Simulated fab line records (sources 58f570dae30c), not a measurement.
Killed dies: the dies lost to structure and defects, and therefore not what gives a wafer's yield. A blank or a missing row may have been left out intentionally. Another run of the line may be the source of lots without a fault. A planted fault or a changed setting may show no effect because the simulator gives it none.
Which of the tools did it? ; flow berkeleyCmos170 ; 7 lots, 21 wafers sampled, at 1 step of a route of 331

## WHAT EACH GAUGE READ, for each wafer
UCB170_M2_OVL_MEAS_16.
lot;measured;on;M2_OVL (nm)
L246;day 7 19:53;overlay-02;-5 -6 -7
L248;day 8 00:28;overlay-02;-11 -11 -12
L255;day 10 01:30;overlay-01;-8 -7 2
L261;day 11 02:43;overlay-01;-2 -4 -3
L265;day 12 01:49;overlay-02;4 -5 -2
L268;day 12 05:26;overlay-01;-4 -5 -8
L269;day 13 05:17;overlay-01;-14 -16 -7

## WHICH TOOL RAN EACH LOT (tool, then ch and the chambers of the sampled wafers, then the start)
Before these readings, the record contains no process step.

## THE ANSWER, worked out from the rows above alone
Rule: the lots themselves supply what counts as usual. The widest of any qualifying gaps counts: lots, ordered by their means at a reading, are off when they make up no more than a third of the lots, leave a main group of 4 or more, and stand apart from it by 3 or more times the standard deviation of that group's means. The tables above print the reading to a certain number of digits; a main group whose means all agree to those digits is not used. A lot without any number at a reading at which 4 lots or more have one is off too. All remaining lots with rows at the step are treated as sound.
No lot is off at any reading shown: from this, nothing can be told.

## WHAT THE SIMULATOR PUT IN
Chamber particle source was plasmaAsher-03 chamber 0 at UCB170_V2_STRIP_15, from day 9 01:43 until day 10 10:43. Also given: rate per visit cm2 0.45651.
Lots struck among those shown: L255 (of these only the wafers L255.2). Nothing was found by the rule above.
